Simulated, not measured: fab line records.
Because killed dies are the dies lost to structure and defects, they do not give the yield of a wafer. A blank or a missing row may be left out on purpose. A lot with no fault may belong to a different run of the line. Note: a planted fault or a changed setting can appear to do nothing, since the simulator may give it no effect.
The tool behind it: which one? | flow rit_cmos | Sampling: 13 lots, 39 wafers, 6 of 202 route steps

## WHAT THE GAUGES READ, wafer by wafer
RIT_CONTACT_CD_MEAS_08 targets a cd of 1000 nm.
lot  | measured    | on        | cd_nm (nm)
L411 | day 3 05:23 | cd_sem-01 | 1000.9 1000.4 999.9
L412 | day 3 07:58 | cd_sem-01 | 998.3 999.2 995.7
L413 | day 3 15:14 | cd_sem-01 | 1002.4 1001.9 1002.3
L415 | day 4 01:44 | cd_sem-01 | 1004.6 1002.3 1001.8
L417 | day 4 08:50 | cd_sem-01 | 998.8 999.0 1000.9
L419 | day 4 19:20 | cd_sem-02 | 1001.3 1002.2 1003.0
L420 | day 5 01:20 | cd_sem-01 | 997.6 1001.8 998.9
L421 | day 5 05:56 | cd_sem-02 | 1001.0 1001.5 1000.3
L422 | day 5 10:13 | cd_sem-02 | 999.4 998.7 999.8
L423 | day 5 15:39 | cd_sem-01 | 994.8 999.0 992.5
L428 | day 6 17:05 | cd_sem-02 | 1003.1 1002.8 1001.3
L432 | day 7 14:34 | cd_sem-02 | 1000.2 1003.5 1001.6
L434 | day 8 04:12 | cd_sem-02 | 997.7 995.2 997.5

RIT_CONTACT_OVL_MEAS_09.
lot  | measured    | on         | CONTACT_OVL (nm)
L411 | day 3 05:30 | overlay-02 | -0.8 -0.7 -0.3
L412 | day 3 08:05 | overlay-01 | 0.8 0.6 -0.6
L413 | day 3 15:22 | overlay-02 | -1.9 0.4 -2.0
L415 | day 4 01:52 | overlay-02 | 1.0 0.5 -1.4
L417 | day 4 08:58 | overlay-01 | -0.7 -0.8 -1.2
L419 | day 4 19:28 | overlay-01 | 1.6 2.1 3.7
L420 | day 5 01:27 | overlay-02 | 0.6 1.1 1.5
L421 | day 5 06:04 | overlay-02 | 1.2 1.4 2.0
L422 | day 5 10:20 | overlay-01 | 2.2 1.4 -0.3
L423 | day 5 15:46 | overlay-01 | -0.6 0.2 0.4
L428 | day 6 17:11 | overlay-02 | 0.2 0.3 1.3
L432 | day 7 14:40 | overlay-01 | -0.9 -0.7 -1.2
L434 | day 8 04:17 | overlay-01 | 2.8 2.9 3.7

RIT_M1_RS_MEAS_01: uses a four-point probe to measure.
lot  | measured    | on            | M1_AL_RS (ohm/sq)
L411 | day 3 06:49 | film_metro-02 | 0.0740 0.0741 0.0751
L412 | day 3 09:25 | film_metro-03 | 0.0727 0.0732 0.0727
L413 | day 3 16:42 | film_metro-02 | 0.0739 0.0730 0.0739
L415 | day 4 03:11 | film_metro-02 | 0.0717 0.0722 0.0722
L417 | day 4 10:17 | film_metro-03 | 0.0724 0.0731 0.0728
L419 | day 4 20:47 | film_metro-04 | 0.0531 0.0533 0.0534 0.0533 0.0535 0.0534
L420 | day 5 02:46 | film_metro-03 | 0.0726 0.0735 0.0731
L421 | day 5 07:23 | film_metro-02 | 0.0527 0.0529 0.0529 0.0526 0.0530 0.0528
L422 | day 5 11:58 | film_metro-04 | 0.0740 0.0740 0.0738
L423 | day 5 17:07 | film_metro-04 | 0.0533 0.0534 0.0530 0.0535 0.0534 0.0531
L428 | day 6 18:31 | film_metro-03 | 0.0727 0.0730 0.0727
L432 | day 7 16:01 | film_metro-03 | 0.0733 0.0743 0.0741
L434 | day 8 05:38 | film_metro-04 | 0.0740 0.0734 0.0739

RIT_M1_THK_MEAS_02: measures by xrf.
lot  | measured    | on            | M1_AL_THK (nm)
L411 | day 3 06:56 | film_metro-02 | 401 401 397
L412 | day 3 09:31 | film_metro-03 | 404 403 406
L413 | day 3 16:49 | film_metro-02 | 400 404 404
L415 | day 4 03:18 | film_metro-02 | 412 413 408
L417 | day 4 10:24 | film_metro-03 | 410 407 407
L419 | day 5 03:39 | film_metro-04 | 555 551 554 555 551 553
L420 | day 5 02:53 | film_metro-03 | 410 401 407
L421 | day 5 10:54 | film_metro-02 | 560 559 558 560 555 559
L422 | day 5 12:05 | film_metro-04 | 401 401 402
L423 | day 6 00:09 | film_metro-04 | 549 550 553 551 551 554
L428 | day 6 18:38 | film_metro-03 | 405 405 409
L432 | day 7 16:08 | film_metro-03 | 404 401 399
L434 | day 8 05:44 | film_metro-04 | 400 406 399

RIT_M1_CD_MEAS_09 targets a cd of 2600 nm.
lot  | measured    | on        | cd_nm (nm)
L411 | day 3 08:00 | cd_sem-02 | 2598.5 2597.2 2598.6
L412 | day 3 10:45 | cd_sem-02 | 2603.0 2600.4 2600.1
L413 | day 3 17:53 | cd_sem-01 | 2601.3 2600.3 2599.9
L415 | day 4 04:18 | cd_sem-02 | 2601.8 2599.6 2600.4
L417 | day 4 11:20 | cd_sem-01 | 2598.0 2601.7 2599.8
L419 | day 5 09:44 | cd_sem-01 | 2600.7 2602.9 2601.7
L420 | day 5 03:50 | cd_sem-01 | 2597.7 2599.2 2601.4
L421 | day 5 13:34 | cd_sem-02 | 2598.9 2599.6 2600.0
L422 | day 5 13:01 | cd_sem-02 | 2598.7 2598.8 2596.1
L423 | day 6 06:37 | cd_sem-02 | 2598.0 2600.2 2596.7
L428 | day 6 19:35 | cd_sem-02 | 2605.8 2605.1 2608.3
L432 | day 7 17:05 | cd_sem-02 | 2599.6 2600.2 2599.0
L434 | day 8 06:57 | cd_sem-01 | 2599.7 2602.1 2600.9

## TOOL THAT RAN EACH LOT (tool first, then ch and the chambers of the sampled wafers, then the start)
lot  | RIT_M1_SPUTTER_00
L411 | pvd_sputter-02, day 3 06:31
L412 | pvd_sputter-04, day 3 09:06
L413 | pvd_sputter-03, day 3 16:24
L415 | pvd_sputter-03, day 4 02:53
L417 | pvd_sputter-03, day 4 09:59
L419 | pvd_sputter-03, day 4 20:29
L420 | pvd_sputter-02, day 5 02:28
L421 | pvd_sputter-03, day 5 07:05
L422 | pvd_sputter-02, day 5 11:40
L423 | pvd_sputter-03, day 5 16:49
L428 | pvd_sputter-02, day 6 18:13
L432 | pvd_sputter-02, day 7 15:43
L434 | pvd_sputter-02, day 8 05:18
- RIT_M1_SPUTTER_00: material Al, target thk 400 nm, time 500 s.

## WHAT THE TOOLS THEMSELVES READ (means of the sampled wafers that have a number; where no wafer has one, the mark that the record gives instead)
RIT_M1_SPUTTER_00.
lot  | tool           | throttle_valve_pct (%)
L411 | pvd_sputter-02 | 30.8
L412 | pvd_sputter-04 | 29.6
L413 | pvd_sputter-03 | 30.4
L415 | pvd_sputter-03 | 31.7
L417 | pvd_sputter-03 | 30.4
L419 | pvd_sputter-03 | 31.7
L420 | pvd_sputter-02 | 30.9
L421 | pvd_sputter-03 | 30.2
L422 | pvd_sputter-02 | 30.7
L423 | pvd_sputter-03 | 31.0
L428 | pvd_sputter-02 | 31.4
L432 | pvd_sputter-02 | 31.2
L434 | pvd_sputter-02 | 31.2

## THE ANSWER, worked out from the rows above alone
Rule: usual is defined by the lots themselves. Put in order of their means at a reading, lots are off if they are a third of the lots or fewer, leave a main group of 4 or more, and stand apart from it by a gap of 3 or more times the standard deviation of the main group's means; of several such gaps the widest counts. A main group is skipped when, at the precision printed for the reading in the tables above, its means are all equal. Also off: a lot with no number at a reading for which 4 or more lots have one. All remaining lots with rows at the step are treated as sound. First the gauges in route order, then the tools' own readings, where a lot's mean is used as printed above. At the first step where some lot is off, the reading lying furthest off is the one used; lots without a number count as furthest.
Off: L419, L421, L423, seen at RIT_M1_RS_MEAS_01 (M1_AL_RS). For the main group the mean is 0.0733 ohm/sq and the standard deviation 0.00068.
A tool fits if, at a process step before that reading, it ran every lot that is off, and no sound lot after the first of them. Gauges at RIT_M1_RS_MEAS_01: tried the same way as those tools. One fits: pvd_sputter-03 at RIT_M1_SPUTTER_00. Its last sound lot is L417 (day 4 09:59), its first lot that is off L419 (day 4 20:29): a fault that began between those two fits.

## WHAT THE SIMULATOR PUT IN
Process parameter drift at RIT_M1_SPUTTER_00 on pvd_sputter-03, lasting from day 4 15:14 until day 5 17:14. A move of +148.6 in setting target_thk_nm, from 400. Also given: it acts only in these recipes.
Struck lots among those shown: L419, L421, L423. The rule above found the same.
